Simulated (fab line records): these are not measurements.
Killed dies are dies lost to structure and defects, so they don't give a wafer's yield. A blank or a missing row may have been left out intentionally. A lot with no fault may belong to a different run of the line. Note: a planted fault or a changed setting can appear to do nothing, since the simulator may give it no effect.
Matching of chambers || flow berkeley-cmos170 || rie-diel-01 running UCB170_ACTIVE_ETCH_15: 4 sister chambers
The step etches Si3N4 in CH3F/Ar/O2, stops on SiO2, target depth 242 nm, time 151 s. 4 wafers are shown with their chamber, then 7 later ones without.

## WAFERS, EACH WITH ITS CHAMBER
{"wafer": "L269.5", "chamber": 2, "throttle-valve-pct (%)": 8.07}
{"wafer": "L270.5", "chamber": 0, "throttle-valve-pct (%)": 8.04}
{"wafer": "L274.2", "chamber": 3, "throttle-valve-pct (%)": 7.80}
{"wafer": "L274.3", "chamber": 1, "throttle-valve-pct (%)": 7.91}

## WAFERS MISSING THEIR CHAMBER
{"wafer": "L274.6", "throttle-valve-pct (%)": 7.77}
{"wafer": "L276.1", "throttle-valve-pct (%)": 8.04}
{"wafer": "L276.2", "throttle-valve-pct (%)": 7.92}
{"wafer": "L276.5", "throttle-valve-pct (%)": 8.08}
{"wafer": "L280.1", "throttle-valve-pct (%)": 8.03}
{"wafer": "L280.2", "throttle-valve-pct (%)": 7.78}
{"wafer": "L280.3", "throttle-valve-pct (%)": 7.91}

## WHICH CHAMBER EACH ONE RAN IN
{"wafer": "L274.6", "from the rows above": 3, "in truth": 3}
{"wafer": "L276.1", "from the rows above": "can't be placed: 0 or 2", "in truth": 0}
{"wafer": "L276.2", "from the rows above": 1, "in truth": 1}
{"wafer": "L276.5", "from the rows above": "can't be placed: 2 or 0", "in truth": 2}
{"wafer": "L280.1", "from the rows above": "can't be placed: 0 or 2", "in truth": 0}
{"wafer": "L280.2", "from the rows above": 3, "in truth": 3}
{"wafer": "L280.3", "from the rows above": 1, "in truth": 1}
Correctly placed: 4 of 7. From these rows, 3 cannot be placed; in 3 the true chamber is one of the candidates. Placed wrongly: 0.
How it was worked out, from the rows above alone: a wafer's distance from a chamber is the root of the sum, over the readings, of the square of ((its reading less the chamber's mean) divided by the reading's scatter). If the next closest chamber is less than 2 further off than the closest, the wafer can't be placed; otherwise it belongs to the closest. A chamber's mean is the mean of its shown wafers. The scatter (one wafer shown for each chamber): square how far every hidden wafer sits from the nearest shown wafer, average those squares and take the square root.
